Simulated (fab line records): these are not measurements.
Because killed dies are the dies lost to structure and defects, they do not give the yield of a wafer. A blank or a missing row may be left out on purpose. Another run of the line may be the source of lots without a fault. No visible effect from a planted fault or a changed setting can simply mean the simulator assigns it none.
2 desks looking at one fault + flow berkeley cmos170 + each desk holds nothing but its own numbers, with what lay behind them at the end

== AT THE TOOL OWNER'S DESK: implanter-04 ==
The tool's own readings at UCB170_NWELL_IMPLANT_14, given as means over the sampled wafers that have a number, one for each lot that went through this tool. Marked OUT: a lot whose mean sits more than 4 standard deviations from the usual mean, which makes it out of limits; the brackets give that distance.
Columns: A = beam energy keV at UCB170_NWELL_IMPLANT_14, usual 150.00
| lot  | first seen here | A                        |
|------|-----------------|--------------------------|
| L644 | day 2 22:20     | 150.02                   |
| L645 | day 3 05:35     | 150.00                   |
| L651 | day 4 03:58     | 150.01                   |
| L655 | day 5 06:43     | 183.05 (+99 or more) OUT |
| L656 | day 5 06:56     | 182.97 (+99 or more) OUT |
| L657 | day 5 11:59     | 183.01 (+99 or more) OUT |
Finding of this desk: L655, L656, L657 out of limits; the first was L655 at day 5 06:43, on beam energy keV at UCB170_NWELL_IMPLANT_14. In limits: L644, L645, L651.

== THE METROLOGY DESK ==
Means of the sampled wafers that have a number, per lot and without regard to the tool the lot ran on: this is what the gauges read. Marked OUT: a lot whose mean sits more than 4 standard deviations from the usual mean, which makes it out of limits; the brackets give that distance.
Columns: A = NWELL_OXIDE_THK at UCB170_NWELL_THK_MEAS_02, usual 26.6 nm; B = NWELL_TW at UCB170_NWELL_TW_MEAS_16, usual 1241; C = PWELL_TW at UCB170_PWELL_TW_MEAS_17, usual 379; D = cd nm at UCB170_GATE_CD_MEAS_90, usual 350.2 nm
| lot  | first seen here | A    | B               | C   | D     |
|------|-----------------|------|-----------------|-----|-------|
| L643 | day 2 01:48     | 26.1 | 1247            | 379 | 345.9 |
| L644 | day 2 10:35     | 26.6 | 1254            | 373 | 347.9 |
| L645 | day 2 17:31     | 26.4 | 1246            | 380 | 353.1 |
| L646 | day 2 17:31     | 26.8 | 1232            | 376 | 350.1 |
| L647 | day 3 05:30     | 25.7 | 1247            | 380 | 350.7 |
| L651 | day 3 19:19     | 26.9 | 1240            | 381 | 352.6 |
| L650 | day 3 19:20     | 26.6 | 1236            | 382 | 349.8 |
| L655 | day 4 18:20     | 27.0 | 1284 (+4.5) OUT | 373 | 350.3 |
| L656 | day 4 22:40     | 27.2 | 1278            | 380 | 349.7 |
| L658 | day 5 03:33     | 26.9 | 1256            | 382 | 348.3 |
| L657 | day 5 03:35     | 27.1 | 1280 (+4.1) OUT | 374 | 350.3 |
| L662 | day 6 02:10     | 26.2 | 1259            | 374 | 349.3 |
| L663 | day 6 09:01     | 26.2 | 1228            | 382 | 350.1 |
| L664 | day 6 14:25     | 26.8 | 1236            | 380 | 351.5 |
| L666 | day 6 21:32     | 26.5 | 1261            | 380 | 349.9 |
This desk's result: L655, L657 out of limits, first on L655 (NWELL_TW at UCB170_NWELL_TW_MEAS_16), day 5 06:56. In limits: L643, L644, L645, L646, L647, L651, L650, L656, L658, L662, L663, L664, L666.

== ALL TOGETHER ==
The tool owner's desk could have raised an alarm at day 5 06:43, on L655, L656, L657.
Metrology desk: alarm possible at day 5 06:56 on L655, L657.
The metrology desk has L656 on record, within its limits.
Of the lots named, all ran UCB170_NWELL_IMPLANT_14 on implanter-04.

== WHAT HAD BEEN PUT IN BY THE SIMULATOR ==
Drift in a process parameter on implanter-04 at UCB170_NWELL_IMPLANT_14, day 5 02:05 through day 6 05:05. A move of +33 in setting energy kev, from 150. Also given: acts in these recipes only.
Shown lots that were struck: L655, L656, L657.
Counting hours from when the fault started, the first reading out of limits came at 5 for the tool owner's desk and at 5 for the metrology desk.
